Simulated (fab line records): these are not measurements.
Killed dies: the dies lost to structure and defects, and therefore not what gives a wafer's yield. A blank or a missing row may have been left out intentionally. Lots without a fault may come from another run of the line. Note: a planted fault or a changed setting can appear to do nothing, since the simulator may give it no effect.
Which tool is to blame?    flow ritCmos    45 wafers from 15 lots sampled at 4 of the route's 202 steps

== WHAT THE GAUGES SHOWED, per wafer ==
RIT_ACTIVE_THK_MEAS_02. Usual: ACTIVE_OXIDE_THK typically reads 47.2 nm, with standard deviation 1.
lot   measured     on            ACTIVE_OXIDE_THK (nm)  flag
L831  day 1 12:48  filmMetro-02  47.6 47.5 47.1         
L832  day 1 17:03  filmMetro-03  46.4 46.6 47.0         
L833  day 1 22:03  filmMetro-04  45.6 46.3 46.6         
L836  day 2 13:04  filmMetro-04  30.9 29.1 29.5         OFF
L837  day 2 18:05  filmMetro-04  29.5 29.5 29.3         OFF
L839  day 3 04:36  filmMetro-04  29.9 29.5 29.9         OFF
L845  day 4 10:14  filmMetro-03  46.8 46.6 47.0         
L846  day 4 15:13  filmMetro-04  48.0 47.8 48.9         
L847  day 4 20:03  filmMetro-04  47.1 46.6 47.7         
L848  day 5 01:04  filmMetro-02  46.5 47.2 48.1         
L850  day 5 11:04  filmMetro-02  48.6 48.8 48.5         
L851  day 5 16:04  filmMetro-03  45.5 45.4 45.4         
L852  day 5 21:08  filmMetro-02  47.7 46.6 46.6         
L853  day 6 02:29  filmMetro-03  48.5 47.8 47.1         
L854  day 6 09:11  filmMetro-03  45.7 46.5 46.4         

RIT_NWELL_OVL_MEAS_06. Usual: NWELL_OVL typically reads 0.5 nm, with standard deviation 1.4.
lot   measured     on          NWELL_OVL (nm)  flag
L831  day 1 21:18  overlay-01  -1.6 -2.6 0.4   
L832  day 2 02:26  overlay-02  -2.1 0.3 1.0    
L833  day 2 08:34  overlay-01  1.7 2.7 2.5     
L836  day 2 23:16  overlay-01  -0.7 -0.2 1.0   
L837  day 3 03:23  overlay-01  2.1 2.0 2.9     
L839  day 3 15:31  overlay-02  0.5 -0.6 -0.7   
L845  day 4 19:53  overlay-01  -1.2 0.1 1.4    
L846  day 4 23:28  overlay-01  -0.4 0.2 0.6    
L847  day 5 06:27  overlay-02  1.7 1.0 0.5     
L848  day 5 12:13  overlay-01  -0.4 -0.6 -0.1  
L850  day 5 23:49  overlay-02  -0.7 -1.1 -1.4  
L851  day 6 01:01  overlay-02  0.0 -0.3 -2.1   
L852  day 6 06:10  overlay-02  1.2 -1.0 -0.8   
L853  day 6 11:37  overlay-02  -1.0 1.0 -0.9   
L854  day 6 18:46  overlay-02  1.9 0.0 1.1     

RIT_WELLDRIVE_RS_MEAS_02: uses a four-point probe to measure. Usual: PWELL_RS typically reads 429.6 ohm/sq, with standard deviation 1.2.
lot   measured     on            PWELL_RS (ohm/sq)  flag
L831  day 2 04:44  filmMetro-01  430.2 430.1 431.8  
L832  day 2 09:52  filmMetro-03  430.2 430.2 430.3  
L833  day 2 17:46  filmMetro-03  429.0 429.6 430.7  
L836  day 3 06:49  filmMetro-01  429.8 428.2 429.6  
L837  day 3 10:59  filmMetro-02  429.2 429.1 428.8  
L839  day 4 01:20  filmMetro-02  429.0 428.8 428.7  
L845  day 5 03:19  filmMetro-03  428.4 428.5 428.7  
L846  day 5 08:08  filmMetro-01  430.1 429.3 430.2  
L847  day 5 14:00  filmMetro-03  429.5 428.8 429.2  
L848  day 5 19:47  filmMetro-01  428.9 429.9 430.1  
L850  day 6 07:23  filmMetro-01  433.0 432.7 433.2  
L851  day 6 08:34  filmMetro-02  428.6 428.9 428.9  
L852  day 6 13:44  filmMetro-01  428.8 429.2 428.2  
L853  day 6 19:02  filmMetro-02  428.4 429.7 429.5  
L854  day 7 03:10  filmMetro-01  431.1 430.6 432.1  

== WHAT TOOL EACH LOT RAN ON (gives the tool, then ch and the chambers of the sampled wafers, and finally the start) ==
lot   RIT_ACTIVE_OXIDATION_01
L831  furnace-01 ch 0, day 1 10:52
L832  furnace-02 ch 0, day 1 15:07
L833  furnace-03 ch 0, day 1 20:07
L836  furnace-03 ch 0, day 2 11:08
L837  furnace-03 ch 0, day 2 16:07
L839  furnace-03 ch 0, day 3 02:40
L845  furnace-02 ch 0, day 4 08:18
L846  furnace-02 ch 0, day 4 13:17
L847  furnace-02 ch 0, day 4 18:07
L848  furnace-01 ch 0, day 4 23:07
L850  furnace-02 ch 0, day 5 09:07
L851  furnace-03 ch 0, day 5 14:07
L852  furnace-03 ch 0, day 5 19:11
L853  furnace-02 ch 0, day 6 00:33
L854  furnace-03 ch 0, day 6 07:15
- RIT_ACTIVE_OXIDATION_01: target thk 46.8 nm, ox time 3360 s.

== WHAT THE TOOLS THEMSELVES READ (means of the sampled wafers that have a number; where no wafer has one, the mark that the record gives instead) ==
RIT_ACTIVE_OXIDATION_01. Usual: oxTempC 1000.0 C, standard deviation 0.44; oxTempCMax 1006.8, standard deviation 2.6.
lot   tool        oxTempC (C)  oxTempCMax  flag
L831  furnace-01  1000.4       1003.3      
L832  furnace-02  1000.3       1006.7      
L833  furnace-03  999.6        1008.2      
L836  furnace-03  999.9        1008.1      
L837  furnace-03  1000.6       1010.2      
L839  furnace-03  999.5        1007.4      
L845  furnace-02  1000.0       1006.3      
L846  furnace-02  999.8        1005.3      
L847  furnace-02  999.9        1005.6      
L848  furnace-01  999.9        1003.4      
L850  furnace-02  999.5        1006.0      
L851  furnace-03  1000.4       1010.3      
L852  furnace-03  1000.0       1009.5      
L853  furnace-02  1000.3       1006.6      
L854  furnace-03  999.9        1009.2      

== THE ANSWER, worked out from the rows above alone ==
Rule: a lot is off if the mean of its wafers that have a number lies more than 3 standard deviations from the usual mean. Also off: a lot with no number at a reading for which 4 or more lots have one. Any other lot the step has rows for is counted as sound. The gauges are gone through in route order, then the tools' own readings, and for those a lot's mean is taken as printed above. At the first step where some lot is off, the reading lying furthest off is the one used; lots without a number count as furthest.
Off: at RIT_ACTIVE_THK_MEAS_02 (ACTIVE_OXIDE_THK), L836, L837, L839.
A tool fits if, at a process step before that reading, it ran every lot that is off, and no sound lot after the first of them. The gauges at RIT_ACTIVE_THK_MEAS_02 are tried like those tools. None of those tried fits.

== WHAT THE SIMULATOR PUT IN ==
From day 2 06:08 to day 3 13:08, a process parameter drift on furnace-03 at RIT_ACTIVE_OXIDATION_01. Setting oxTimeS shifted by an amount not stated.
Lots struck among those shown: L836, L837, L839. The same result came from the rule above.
